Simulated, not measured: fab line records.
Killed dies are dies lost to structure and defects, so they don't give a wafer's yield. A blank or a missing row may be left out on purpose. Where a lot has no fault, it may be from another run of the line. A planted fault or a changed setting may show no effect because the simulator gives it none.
The same fault as seen by 2 desks ; flow ritCmos ; only its own numbers are on each desk; what lay behind them is given at the end

== THE TOOL OWNER'S DESK: rieSi-02 ==
The tool's own readings at RIT_GATE_ETCH_19 (etches poly-Si in SF6/CHF3/O2, stops on SiO2, time 165 s, target depth 312.5 nm): means of the sampled wafers that have a number, for each lot that ran on this tool. A lot is out of limits, marked OUT, if its mean lies more than 4 standard deviations from the usual mean; the brackets give that distance.
Columns: A = chamberPressureMTorr at RIT_GATE_ETCH_19, usual 40.00 mTorr; B = drypumpMotorCurrentA at RIT_GATE_ETCH_19, usual 5.7 A; C = oesProductAu at RIT_GATE_ETCH_19, usual 0.850 a.u.; D = throttleValvePct at RIT_GATE_ETCH_19, usual 10.26 %
lot;first seen here;A;B;C;D
L722;day 3 05:13;40.02;5.4;0.839;10.36
L734;day 5 15:13;39.98;5.3;0.872;10.33
L736;day 6 01:40;40.01;5.4;0.876;10.23
This desk's finding: nothing out of limits on any of the 3 lots.

== FROM THE METROLOGY DESK ==
What the gauges read, lot by lot, whatever tool the lot ran on: means of the sampled wafers that have a number. A lot is out of limits, marked OUT, if its mean lies more than 4 standard deviations from the usual mean; the brackets give that distance.
Columns: A = GATE_OXIDE_THK at RIT_GATE_THK_MEAS_07, usual 3.03 nm; B = GATE_POLY_THK at RIT_GATE_THK_MEAS_09, usual 251.2 nm; C = cdNm at RIT_GATE_CD_MEAS_16, usual 149.6 nm; D = GATE_OVL at RIT_GATE_OVL_MEAS_17, usual -1.4 nm
lot;first seen here;A;B;C;D
L721;day 2 20:09;3.08;252.0;148.7;-2.6
L722;day 3 02:20;3.02;247.7;149.1;-0.6
L733;day 5 09:17;3.06;252.2;148.6;-1.0
L734;day 5 12:20;3.01;249.4;150.4;-0.7
L736;day 5 21:59;3.06;252.0;149.1;-0.7
L741;day 6 22:55;3.04;248.7;149.6;-2.2
This desk's finding: nothing out of limits on any of the 6 lots.

== PUT TOGETHER ==
The desk of the tool owner found nothing out of limits.
The metrology desk saw nothing out of limits.

== WHAT THE SIMULATOR HAD INSERTED ==
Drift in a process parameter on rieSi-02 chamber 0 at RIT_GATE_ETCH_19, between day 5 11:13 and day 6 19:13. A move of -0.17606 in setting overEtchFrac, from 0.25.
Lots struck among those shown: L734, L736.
